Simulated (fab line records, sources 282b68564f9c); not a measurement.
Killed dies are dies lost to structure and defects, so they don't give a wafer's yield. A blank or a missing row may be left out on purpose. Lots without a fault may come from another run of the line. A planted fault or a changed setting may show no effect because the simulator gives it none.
Problem report in the 8D (eight disciplines) form, filled by code | flow rit_cmos | the parts of the form that need people (team, actions taken, sign-off) are left out

1. THE PROBLEM
FOX1_OXIDE_THK at RIT_FOX1_THK_MEAS_01 reads a mean of 304 nm on 6 wafers of 2 lots; wafers without a fault read 353 nm with a standard deviation of 6.2. That is -8.0 standard deviations from the usual mean.
First seen on wafer L658.2, day 4 09:50, on film_metro-04. The record holds 42 wafers of 14 lots with a number at this step. Rule for "out", or "out of limits": more than 4 standard deviations from the usual mean. The other wafers with a number count as sound.

2. WHAT IT IS AND WHAT IT IS NOT
question                    | is                           | is not
which readings at this step | FOX1_OXIDE_THK               | -
which lots                  | L658, L659                   | L646, L647, L649, L650, L651, L652, L655, L656, L657, L660, L666, L668
which wafers of those lots  | all that have a number       | -
read on which gauges        | film_metro-01, film_metro-04 | film_metro-02
when                        | from day 4 09:50             | up to then (27 sound wafers); but 9 sound wafers of L660, L666, L668 came after

3. SUSPECTS, AND WHAT RULES EACH OUT
Counting: a tool at a process step up to the reading stays a suspect if it ran every lot that is out and no sound lot after the first of them.
- the gauge at RIT_FOX1_THK_MEAS_01: ruled out. The wafers that are out were read on 2 gauges (film_metro-01, film_metro-04).
- furnace-04 at RIT_FOX1_OXIDATION_00 (target thk 350.7 nm, ox time 1130 s): kept. It ran every lot that is out, first L658 (day 4 08:30), and no sound lot after that; its last sound lot up to then is L657 (day 4 03:59).
Left after counting: furnace-04 at RIT_FOX1_OXIDATION_00.

4. THE CAUSE (what the simulator had put in)
Process parameter drift: furnace-04, from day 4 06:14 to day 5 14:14, at RIT_FOX1_OXIDATION_00. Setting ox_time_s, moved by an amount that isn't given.
Counting left only this tool.

5. THE CHAIN OF EFFECTS, in route order
Each row: a reading whose mean over the struck wafers that have a number lies more than 3 standard deviations from the usual. Only readings for which the record gives a usual standard deviation are gone through. hours: the time from each lot's start at the first step in this table that gives one to its start at this step, as a median over the lots. sigmas: the change in usual standard deviations.
hours | step                 | reading        | usual  | on struck wafers | change | sigmas
0     | RIT_FOX1_THK_MEAS_01 | FOX1_OXIDE_THK | 353 nm | 304              | -50    | -8.0
Later measuring or inspecting steps at which every struck wafer that the step has a row for has a number for every such reading, and none has moved that far: RIT_FOX2_THK_MEAS_01, RIT_NRETRO_TW_MEAS_10.

6. WHAT WOULD HAVE CAUGHT IT SOONER
In this record the first reading out of limits at a measuring or inspecting step was taken at day 4 09:50, 4 hours after the fault began at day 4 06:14.
Of the tool readings at RIT_FOX1_OXIDATION_00 for which the record gives a usual standard deviation, none was out on any struck wafer, so an alarm limit of 4 standard deviations on them would not have fired.
Of the lots that are out (2), L659 began RIT_FOX1_OXIDATION_00 on furnace-04 after day 4 09:50. A hold on the tool at that time would have spared it.
